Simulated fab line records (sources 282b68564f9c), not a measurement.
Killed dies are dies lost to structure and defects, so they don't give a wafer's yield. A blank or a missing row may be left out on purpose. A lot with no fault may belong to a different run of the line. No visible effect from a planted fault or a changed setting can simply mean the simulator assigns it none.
fab line records	flow rit-cmos	part 1 of 2: steps 1 to 33 of 48
record: lots: 5	wafers: 15	last-day: 7
route steps=202 shown PWELL@40 WELLDRIVE@50 NWELL@51 NRETRO@53 PRETRO@64 GATE@75 FOX2@80
lots that met no fault: from a run of the same line without faults
start-h: hours from the record's opening day to when the first of the lot's shown wafers began	wait-h: hours elapsed since this lot's preceding step	" repeats the value in the row above	L1.1+2: one row covering several wafers at once	- either no value or no given start	* or withheld: withheld	< > ~ a bound
route shown NAME@n: names a module that has steps shown in the file, with the first one's number in the route	usual: mean and standard deviation over wafers with no fault	same: alike in all rows	chamber/n: place in a boat	sites: per-site readings	_std_site: how widely they spread, as a standard deviation	_edge_site: mean of outer sites minus mean of inner sites	radius-mm: for every site, how far away it sits from the centre of the wafer	mask NAME#n: copy n	behind: the tool/chamber that last shaped the wafer	hold: the reason the lot was held/the length of the hold in hours/how it ended	device: which transistor (n, p or np) failed to switch	end of line: tests run on the same wafers once the route is complete	for a step that has no rows: nothing shown but its recipe	killed: not the wafer's yield, but the dies lost to structure and defects at the first sort	map: dies across one wafer; x = killed, . = not, _ = none there
set.NAME: the setting the step ran with; set.NAME@STEP: the setting that earlier step ran with	model.NAME: the simulator's own value behind a step, which no gauge read
lots at selected steps of the route; one table per step, one row per wafer
services: a tool's chamber out of use, with start hour (start-h, from the record's first day; less than 0 if before it), hours out, and reason
== steps ==
step: RIT_PWELL_COAT_01
recipe: resist: NOVOLAK	spin-rpm: 2000	resist-thk-nm: 1300
lot.wafer	tool	chamber	start-h	wait-h
L075.3+4+6	litho-track-01	0	28.36	0.1
L082.2+3+6	litho-track-04	0	63.34	0.1
L089.3+4+6	litho-track-04	0	97.57	0.1
L093.1+3+4	litho-track-01	0	116.38	0.1
L096.2+3+6	litho-track-01	0	133.92	0.1
step: RIT_PWELL_SOFTBAKE_02
recipe: resist: NOVOLAK	temp-c: 90	time-s: 60
lot.wafer	tool	chamber	start-h	wait-h
L075.3+4+6	litho-track-01	0	28.51	0.1
L082.2+3+6	litho-track-04	0	63.49	0.1
L089.3+4+6	litho-track-04	0	97.72	0.1
L093.1+3+4	litho-track-01	0	116.53	0.1
L096.2+3+6	litho-track-01	0	134.07	0.1
step: RIT_PWELL_EXPOSE_03
recipe: mask-id: M3	na: 0.57	target-cd-nm: 43700	dose-mj: 250
usual: stage-vel-mm-s: 500.05/0.27
lot.wafer	tool	chamber	start-h	wait-h	mask	stage-vel-mm-s
L075.3	iline-stepper-01	0	28.65	0.1	M3#0	499.83
L075.4	"	0	"	"	M3#0	499.73
L075.6	"	0	"	"	M3#0	499.79
L082.2	iline-stepper-02	0	63.76	0.2	M3#0	500.04
L082.3	"	0	"	"	M3#0	499.84
L082.6	"	0	"	"	M3#0	499.85
L089.3	iline-stepper-02	0	97.88	0.1	M3#0	499.56
L089.4	"	0	"	"	M3#0	499.66
L089.6	"	0	"	"	M3#0	499.62
L093.1	iline-stepper-02	0	116.68	0.1	M3#0	500.16
L093.3	"	0	"	"	M3#0	500.34
L093.4	"	0	"	"	M3#0	500.15
L096.2	iline-stepper-02	0	134.34	0.2	M3#0	500.48
L096.3	"	0	"	"	M3#0	500.50
L096.6	"	0	"	"	M3#0	499.81
step: RIT_PWELL_PEB_04
recipe: resist: NOVOLAK	temp-c: withheld	time-s: withheld
lot.wafer	tool	chamber	start-h	wait-h
L075.3+4+6	litho-track-04	0	28.78	0.1
L082.2+3+6	litho-track-01	0	63.89	0.1
L089.3+4+6	litho-track-04	0	98.01	0.1
L093.1+3+4	litho-track-03	0	116.79	0.1
L096.2+3+6	litho-track-04	0	134.46	0.1
step: RIT_PWELL_DEVELOP_05
recipe: resist: NOVOLAK	develop-time-s: 68	dev-temp-c: 23
lot.wafer	tool	chamber	start-h	wait-h
L075.3+4+6	litho-track-04	0	-	-
L082.2+3+6	litho-track-01	0	-	-
L089.3+4+6	litho-track-04	0	-	-
L093.1+3+4	litho-track-03	0	-	-
L096.2+3+6	litho-track-04	0	-	-
step: RIT_PWELL_OVL_MEAS_06
usual: PWELL_OVL: -0.6/1.1
lot.wafer	tool	chamber	start-h	wait-h	PWELL_OVL[nm]
L075.3	overlay-01	-	29.05	-	-0.4
L075.4	"	-	"	"	-1.7
L075.6	"	-	"	"	-1.5
L082.2	overlay-01	-	64.18	-	1.1
L082.3	"	-	"	"	-1.7
L082.6	"	-	"	"	-1.0
L089.3	overlay-01	-	98.28	-	-0.1
L089.4	"	-	"	"	-1.5
L089.6	"	-	"	"	-2.2
L093.1	overlay-02	-	117.11	-	-1.7
L093.3	"	-	"	"	-0.8
L093.4	"	-	"	"	-0.2
L096.2	overlay-01	-	134.76	-	-2.8
L096.3	"	-	"	"	-2.0
L096.6	"	-	"	"	0.5
step: RIT_PWELL_HARDBAKE_07
recipe: resist: NOVOLAK	temp-c: 140	time-s: 120
lot.wafer	tool	chamber	start-h	wait-h
L075.3+4+6	litho-track-01	0	29.16	0.1
L082.2+3+6	litho-track-04	0	64.25	0.1
L089.3+4+6	litho-track-01	0	98.39	0.1
L093.1+3+4	litho-track-04	0	117.14	0.0
L096.2+3+6	litho-track-04	0	134.83	0.1
step: RIT_PWELL_IMPLANT_08
recipe: species: B	energy-kev: 170	dose-cm2: 7e+13	tilt-deg: 7
usual: faraday-current-uA: 222/4.7
lot.wafer	tool	chamber	start-h	wait-h	faraday-current-uA
L075.3	implanter-03	0	29.37	0.2	227
L075.4	"	0	"	"	220
L075.6	"	0	"	"	215
L082.2	implanter-03	0	64.48	0.2	220
L082.3	"	0	"	"	212
L082.6	"	0	"	"	218
L089.3	implanter-03	0	98.61	0.2	217
L089.4	"	0	"	"	217
L089.6	"	0	"	"	228
L093.1	implanter-02	0	117.39	0.2	206
L093.3	"	0	"	"	212
L093.4	"	0	"	"	220
L096.2	implanter-02	0	135.06	0.2	225
L096.3	"	0	"	"	220
L096.6	"	0	"	"	215
step: RIT_PWELL_STRIP_09
recipe: chemistry: O2	time-s: 180	resist: NOVOLAK	platen-temp-c: withheld	power-w: 500	pressure-mtorr: 4000	o2-flow-sccm: 4000
usual: drypump-motor-current-A: 5.4/0.33
lot.wafer	tool	chamber	start-h	wait-h	drypump-motor-current-A	rf-hours-counter-h
L075.3	plasma-asher-01	0	29.53	0.1	5.2	-
L075.4	"	1	"	"	5.8	-
L075.6	"	1	"	"	5.8	-
L082.2	plasma-asher-01	1	64.61	0.1	5.7	27
L082.3	"	1	"	"	5.8	-
L082.6	"	0	"	"	5.2	-
L089.3	plasma-asher-01	1	98.76	0.1	5.7	-
L089.4	"	0	"	"	5.2	-
L089.6	"	0	"	"	5.2	-
L093.1	plasma-asher-04	1	117.54	0.1	4.9	50
L093.3	"	1	"	"	4.9	-
L093.4	"	0	"	"	5.4	-
L096.2	plasma-asher-02	0	135.19	0.1	5.8	2
L096.3	"	0	"	"	5.8	-
L096.6	"	1	"	"	5.7	-
step: RIT_PWELL_TW_MEAS_10
usual: PWELL_TW: 939/6.3
lot.wafer	tool	chamber	start-h	wait-h	PWELL_TW
L075.3	film-metro-03	-	29.67	0.1	939
L075.4	"	-	"	"	930
L075.6	"	-	"	"	938
L082.2	film-metro-03	-	64.79	0.1	927
L082.3	"	-	"	"	926
L082.6	"	-	"	"	931
L089.3	film-metro-01	-	98.90	0.1	951
L089.4	"	-	"	"	951
L089.6	"	-	"	"	946
L093.1	film-metro-03	-	117.72	0.1	936
L093.3	"	-	"	"	928
L093.4	"	-	"	"	930
L096.2	film-metro-03	-	135.37	0.1	932
L096.3	"	-	"	"	925
L096.6	"	-	"	"	935
step: RIT_WELLDRIVE_ANNEAL_00
recipe: temp-c: 1100	time-s: 14700	ambient: N2
lot.wafer	tool	chamber	start-h	wait-h
L075.3+4+6	furnace-04	0	29.71	0.0
L082.2+3+6	furnace-01	0	64.84	0.0
L089.3+4+6	furnace-04	0	101.01	2.1
L093.1+3+4	furnace-04	0	117.78	0.1
L096.2+3+6	furnace-02	0	135.42	0.0
step: RIT_WELLDRIVE_RS_MEAS_01
recipe: thk-meas-gauge: four-point-probe
usual: NWELL_RS: 275.8/0.78
lot.wafer	tool	chamber	start-h	wait-h	NWELL_RS[ohm/sq]
L075.3	film-metro-04	-	34.83	0.0	275.6
L075.4	"	-	"	"	276.8
L075.6	"	-	"	"	275.5
L082.2	film-metro-03	-	69.95	0.0	276.3
L082.3	"	-	"	"	275.7
L082.6	"	-	"	"	275.8
L089.3	film-metro-01	-	106.13	0.0	274.7
L089.4	"	-	"	"	275.9
L089.6	"	-	"	"	275.0
L093.1	film-metro-04	-	122.86	0.0	275.5
L093.3	"	-	"	"	275.9
L093.4	"	-	"	"	276.3
L096.2	film-metro-04	-	140.53	0.0	275.6
L096.3	"	-	"	"	275.5
L096.6	"	-	"	"	274.9
step: RIT_WELLDRIVE_RS_MEAS_02
recipe: thk-meas-gauge: four-point-probe
usual: PWELL_RS: 430.5/1.3
lot.wafer	tool	chamber	start-h	wait-h	PWELL_RS[ohm/sq]
L075.3	film-metro-04	-	34.95	0.1	429.7
L075.4	"	-	"	"	429.3
L075.6	"	-	"	"	428.3
L082.2	film-metro-03	-	70.07	0.1	432.1
L082.3	"	-	"	"	430.5
L082.6	"	-	"	"	431.8
L089.3	film-metro-01	-	106.25	0.1	429.3
L089.4	"	-	"	"	430.6
L089.6	"	-	"	"	430.2
L093.1	film-metro-04	-	122.98	0.1	431.0
L093.3	"	-	"	"	430.7
L093.4	"	-	"	"	431.0
L096.2	film-metro-04	-	140.65	0.1	431.4
L096.3	"	-	"	"	430.9
L096.6	"	-	"	"	432.8
step: RIT_NRETRO_HMDS_00
recipe: prime-time-s: 60	prime-temp-c: 140
usual: prime-temp-c: 139.96/0.15
lot.wafer	tool	chamber	start-h	wait-h	prime-temp-c
L075.3	litho-track-02	0	35.08	0.1	139.80
L075.4	"	0	"	"	139.79
L075.6	"	0	"	"	139.87
L082.2	litho-track-03	0	70.19	0.1	139.85
L082.3	"	0	"	"	139.84
L082.6	"	0	"	"	139.76
L089.3	litho-track-03	0	106.38	0.1	139.85
L089.4	"	0	"	"	139.89
L089.6	"	0	"	"	140.01
L093.1	litho-track-01	0	123.10	0.1	139.95
L093.3	"	0	"	"	140.26
L093.4	"	0	"	"	140.17
L096.2	litho-track-03	0	140.77	0.1	140.01
L096.3	"	0	"	"	140.10
L096.6	"	0	"	"	139.97
step: RIT_NRETRO_COAT_01
recipe: resist: NOVOLAK	spin-rpm: 1955	resist-thk-nm: 1300
lot.wafer	tool	chamber	start-h	wait-h
L075.3+4+6	litho-track-02	0	35.23	0.1
L082.2+3+6	litho-track-03	0	70.34	0.1
L089.3+4+6	litho-track-03	0	106.53	0.1
L093.1+3+4	litho-track-01	0	123.25	0.1
L096.2+3+6	litho-track-03	0	140.92	0.1
step: RIT_NRETRO_SOFTBAKE_02
recipe: resist: NOVOLAK	temp-c: 90	time-s: 60
lot.wafer	tool	chamber	start-h	wait-h
L075.3+4+6	litho-track-02	0	35.38	0.1
L082.2+3+6	litho-track-03	0	70.49	0.1
L089.3+4+6	litho-track-03	0	106.68	0.1
L093.1+3+4	litho-track-01	0	123.40	0.1
L096.2+3+6	litho-track-03	0	141.07	0.1
step: RIT_NRETRO_EXPOSE_03
recipe: mask-id: M4	na: 0.57	target-cd-nm: 43900	dose-mj: 250
usual: stage-vel-mm-s: 500.08/0.24
lot.wafer	tool	chamber	start-h	wait-h	mask	stage-vel-mm-s
L075.3	iline-stepper-01	0	35.52	0.1	M4#0	500.15
L075.4	"	0	"	"	M4#0	499.88
L075.6	"	0	"	"	M4#0	500.23
L082.2	iline-stepper-01	0	70.76	0.2	M4#0	499.52
L082.3	"	0	"	"	M4#0	499.67
L082.6	"	0	"	"	M4#0	499.88
L089.3	iline-stepper-02	0	106.82	0.1	M4#0	500.06
L089.4	"	0	"	"	M4#0	499.88
L089.6	"	0	"	"	M4#0	500.01
L093.1	iline-stepper-02	0	123.55	0.1	M4#0	500.16
L093.3	"	0	"	"	M4#0	499.90
L093.4	"	0	"	"	M4#0	499.79
L096.2	iline-stepper-01	0	141.22	0.1	M4#0	499.91
L096.3	"	0	"	"	M4#0	500.01
L096.6	"	0	"	"	M4#0	500.00
step: RIT_NRETRO_PEB_04
recipe: resist: NOVOLAK	temp-c: withheld	time-s: withheld
lot.wafer	tool	chamber	start-h	wait-h
L075.3+4+6	litho-track-01	0	35.65	0.1
L082.2+3+6	litho-track-02	0	70.88	0.1
L089.3+4+6	litho-track-02	0	106.95	0.1
L093.1+3+4	litho-track-02	0	123.67	0.1
L096.2+3+6	litho-track-01	0	141.34	0.1
step: RIT_NRETRO_DEVELOP_05
recipe: resist: NOVOLAK	develop-time-s: 68	dev-temp-c: 23
lot.wafer	tool	chamber	start-h	wait-h
L075.3+4+6	litho-track-01	0	-	-
L082.2+3+6	litho-track-02	0	-	-
L089.3+4+6	litho-track-02	0	-	-
L093.1+3+4	litho-track-02	0	-	-
L096.2+3+6	litho-track-01	0	-	-
step: RIT_NRETRO_OVL_MEAS_06
usual: NRETRO_OVL: -0.7/1.6
lot.wafer	tool	chamber	start-h	wait-h	NRETRO_OVL[nm]
L075.3	overlay-01	-	35.92	-	0.9
L075.4	"	-	"	"	0.4
L075.6	"	-	"	"	-0.5
L082.2	overlay-01	-	71.18	-	-1.2
L082.3	"	-	"	"	-0.2
L082.6	"	-	"	"	0.6
L089.3	overlay-01	-	107.23	-	-1.0
L089.4	"	-	"	"	0.0
L089.6	"	-	"	"	-1.6
L093.1	overlay-02	-	123.98	-	-0.6
L093.3	"	-	"	"	-1.0
L093.4	"	-	"	"	1.6
L096.2	overlay-01	-	141.63	-	-0.6
L096.3	"	-	"	"	-0.5
L096.6	"	-	"	"	-3.1
step: RIT_NRETRO_HARDBAKE_07
recipe: resist: NOVOLAK	temp-c: 140	time-s: 120
lot.wafer	tool	chamber	start-h	wait-h
L075.3+4+6	litho-track-03	0	36.03	0.1
L082.2+3+6	litho-track-01	0	71.25	0.1
L089.3+4+6	litho-track-02	0	107.33	0.1
L093.1+3+4	litho-track-01	0	124.11	0.1
L096.2+3+6	litho-track-02	0	141.70	0.1
step: RIT_NRETRO_IMPLANT_08
recipe: species: P	energy-kev: 70	dose-cm2: 1e+13	tilt-deg: 7
usual: faraday-current-uA: 31.7/0.54
lot.wafer	tool	chamber	start-h	wait-h	faraday-current-uA
L075.3	implanter-02	0	36.25	0.2	31.6
L075.4	"	0	"	"	31.3
L075.6	"	0	"	"	31.2
L082.2	implanter-03	0	71.48	0.2	31.8
L082.3	"	0	"	"	32.3
L082.6	"	0	"	"	32.0
L089.3	implanter-01	0	107.55	0.2	30.9
L089.4	"	0	"	"	31.6
L089.6	"	0	"	"	31.1
L093.1	implanter-01	0	124.36	0.2	31.4
L093.3	"	0	"	"	31.7
L093.4	"	0	"	"	33.2
L096.2	implanter-03	0	141.94	0.2	31.3
L096.3	"	0	"	"	31.3
L096.6	"	0	"	"	32.4
step: RIT_NRETRO_STRIP_09
recipe: chemistry: O2	time-s: 180	resist: NOVOLAK	platen-temp-c: withheld	power-w: 500	pressure-mtorr: 4000	o2-flow-sccm: 4000
usual: drypump-motor-current-A: 5.6/0.64
lot.wafer	tool	chamber	start-h	wait-h	drypump-motor-current-A	rf-hours-counter-h
L075.3	plasma-asher-03	1	36.41	0.1	6.7	-
L075.4	"	0	"	"	6.4	-
L075.6	"	0	"	"	6.4	-
L082.2	plasma-asher-03	1	71.61	0.1	6.7	43
L082.3	"	0	"	"	6.4	-
L082.6	"	0	"	"	6.4	-
L089.3	plasma-asher-04	1	107.71	0.1	4.9	-
L089.4	"	0	"	"	5.4	-
L089.6	"	1	"	"	4.9	-
L093.1	plasma-asher-04	0	124.51	0.1	5.4	51
L093.3	"	0	"	"	5.4	-
L093.4	"	1	"	"	4.9	-
L096.2	plasma-asher-04	1	142.06	0.1	4.9	53
L096.3	"	0	"	"	5.4	-
L096.6	"	1	"	"	4.9	-
step: RIT_NRETRO_TW_MEAS_10
usual: NRETRO_TW: 1035/6.8
lot.wafer	tool	chamber	start-h	wait-h	NRETRO_TW
L075.3	film-metro-02	-	36.54	0.1	1045
L075.4	"	-	"	"	1047
L075.6	"	-	"	"	1052
L082.2	film-metro-03	-	71.79	0.1	1034
L082.3	"	-	"	"	1034
L082.6	"	-	"	"	1033
L089.3	film-metro-02	-	107.84	0.1	1040
L089.4	"	-	"	"	1043
L089.6	"	-	"	"	1039
L093.1	film-metro-03	-	124.69	0.1	1027
L093.3	"	-	"	"	1029
L093.4	"	-	"	"	1033
L096.2	film-metro-02	-	142.25	0.1	1042
L096.3	"	-	"	"	1040
L096.6	"	-	"	"	1043
step: RIT_PRETRO_HMDS_00
recipe: prime-time-s: 60	prime-temp-c: 140
usual: prime-temp-c: 140.01/0.14
lot.wafer	tool	chamber	start-h	wait-h	prime-temp-c
L075.3	litho-track-03	0	36.63	0.1	139.83
L075.4	"	0	"	"	140.01
L075.6	"	0	"	"	139.97
L082.2	litho-track-03	0	71.87	0.1	139.93
L082.3	"	0	"	"	140.11
L082.6	"	0	"	"	139.98
L089.3	litho-track-02	0	107.93	0.1	139.85
L089.4	"	0	"	"	139.64
L089.6	"	0	"	"	139.91
L093.1	litho-track-04	0	124.75	0.1	139.97
L093.3	"	0	"	"	140.13
L093.4	"	0	"	"	139.92
L096.2	litho-track-02	0	142.32	0.1	140.09
L096.3	"	0	"	"	140.01
L096.6	"	0	"	"	139.81
step: RIT_PRETRO_COAT_01
recipe: resist: NOVOLAK	spin-rpm: 2000	resist-thk-nm: 1300
lot.wafer	tool	chamber	start-h	wait-h
L075.3+4+6	litho-track-03	0	36.78	0.1
L082.2+3+6	litho-track-03	0	72.02	0.1
L089.3+4+6	litho-track-02	0	108.08	0.1
L093.1+3+4	litho-track-04	0	124.90	0.1
L096.2+3+6	litho-track-02	0	142.47	0.1
step: RIT_PRETRO_SOFTBAKE_02
recipe: resist: NOVOLAK	temp-c: 90	time-s: 62.63
usual: plate-sensor-t-centre-C: 90.969/0.0097	plate-sensor-t-edge-C: 91.021/0.01
lot.wafer	tool	chamber	start-h	wait-h	plate-sensor-t-centre-C	plate-sensor-t-edge-C
L075.3	litho-track-03	0	36.93	0.1	90.967	91.018
L075.4	"	0	"	"	90.969	91.021
L075.6	"	0	"	"	90.967	91.017
L082.2	litho-track-03	0	72.17	0.1	90.960	91.013
L082.3	"	0	"	"	90.972	91.023
L082.6	"	0	"	"	90.965	91.026
L089.3	litho-track-02	0	108.23	0.1	90.962	90.996
L089.4	"	0	"	"	90.972	91.028
L089.6	"	0	"	"	90.964	91.017
L093.1	litho-track-04	0	125.05	0.1	90.948	91.044
L093.3	"	0	"	"	90.958	91.022
L093.4	"	0	"	"	90.981	90.998
L096.2	litho-track-02	0	142.62	0.1	90.970	91.022
L096.3	"	0	"	"	90.983	91.022
L096.6	"	0	"	"	90.969	91.026
step: RIT_PRETRO_EXPOSE_03
recipe: mask-id: M5	na: 0.57	target-cd-nm: 43700	dose-mj: 250
usual: stage-vel-mm-s: 499.98/0.27
lot.wafer	tool	chamber	start-h	wait-h	mask	stage-vel-mm-s
L075.3	iline-stepper-01	0	37.07	0.1	M5#0	499.73
L075.4	"	0	"	"	M5#0	499.86
L075.6	"	0	"	"	M5#0	500.14
L082.2	iline-stepper-01	0	72.31	0.1	M5#0	499.99
L082.3	"	0	"	"	M5#0	499.66
L082.6	"	0	"	"	M5#0	499.95
L089.3	iline-stepper-01	0	108.37	0.1	M5#0	500.01
L089.4	"	0	"	"	M5#0	499.70
L089.6	"	0	"	"	M5#0	499.95
L093.1	iline-stepper-02	0	125.32	0.2	M5#0	500.33
L093.3	"	0	"	"	M5#0	500.36
L093.4	"	0	"	"	M5#0	500.31
L096.2	iline-stepper-02	0	142.89	0.2	M5#0	500.18
L096.3	"	0	"	"	M5#0	499.78
L096.6	"	0	"	"	M5#0	500.35
step: RIT_PRETRO_PEB_04
recipe: resist: NOVOLAK	temp-c: withheld	time-s: withheld
lot.wafer	tool	chamber	start-h	wait-h
L075.3+4+6	litho-track-02	0	37.20	0.1
L082.2+3+6	litho-track-03	0	72.47	0.1
L089.3+4+6	litho-track-02	0	108.50	0.1
L093.1+3+4	litho-track-04	0	125.44	0.1
L096.2+3+6	litho-track-02	0	143.01	0.1
step: RIT_PRETRO_DEVELOP_05
recipe: resist: NOVOLAK	develop-time-s: 68	dev-temp-c: 23
lot.wafer	tool	chamber	start-h	wait-h
L075.3+4+6	litho-track-02	0	-	-
L082.2+3+6	litho-track-03	0	-	-
L089.3+4+6	litho-track-02	0	-	-
L093.1+3+4	litho-track-04	0	-	-
L096.2+3+6	litho-track-02	0	-	-
step: RIT_PRETRO_OVL_MEAS_06
usual: PRETRO_OVL: 1.1/1.3
lot.wafer	tool	chamber	start-h	wait-h	PRETRO_OVL[nm]
L075.3	overlay-02	-	37.48	-	1.4
L075.4	"	-	"	"	0.6
L075.6	"	-	"	"	0.8
L082.2	overlay-01	-	72.76	-	0.0
L082.3	"	-	"	"	-0.4
L082.6	"	-	"	"	-0.1
L089.3	overlay-02	-	108.78	-	1.1
L089.4	"	-	"	"	1.2
L089.6	"	-	"	"	0.4
L093.1	overlay-01	-	125.75	-	0.0
L093.3	"	-	"	"	1.5
L093.4	"	-	"	"	1.1
L096.2	overlay-01	-	143.31	-	-1.9
L096.3	"	-	"	"	-0.5
L096.6	"	-	"	"	-1.9
step: RIT_PRETRO_HARDBAKE_07
recipe: resist: NOVOLAK	temp-c: 140	time-s: 120
lot.wafer	tool	chamber	start-h	wait-h
L075.3+4+6	litho-track-02	0	37.58	0.1
L082.2+3+6	litho-track-04	0	72.84	0.1
L089.3+4+6	litho-track-02	0	108.88	0.1
L093.1+3+4	litho-track-02	0	125.79	0.0
L096.2+3+6	litho-track-03	0	143.41	0.1
step: RIT_PRETRO_IMPLANT_08
recipe: species: B	energy-kev: 45	dose-cm2: 1.2e+13	tilt-deg: 7
usual: faraday-current-uA: 38.1/0.79
lot.wafer	tool	chamber	start-h	wait-h	faraday-current-uA
L075.3	implanter-03	0	37.80	0.2	36.9
L075.4	"	0	"	"	36.7
L075.6	"	0	"	"	38.5
L082.2	implanter-01	0	73.07	0.2	39.3
L082.3	"	0	"	"	38.7
L082.6	"	0	"	"	36.5
L089.3	implanter-01	0	109.10	0.2	40.0
L089.4	"	0	"	"	37.2
L089.6	"	0	"	"	38.5
L093.1	implanter-01	0	126.04	0.2	38.9
L093.3	"	0	"	"	38.2
L093.4	"	0	"	"	37.9
L096.2	implanter-03	0	143.65	0.2	37.8
L096.3	"	0	"	"	37.5
L096.6	"	0	"	"	38.3
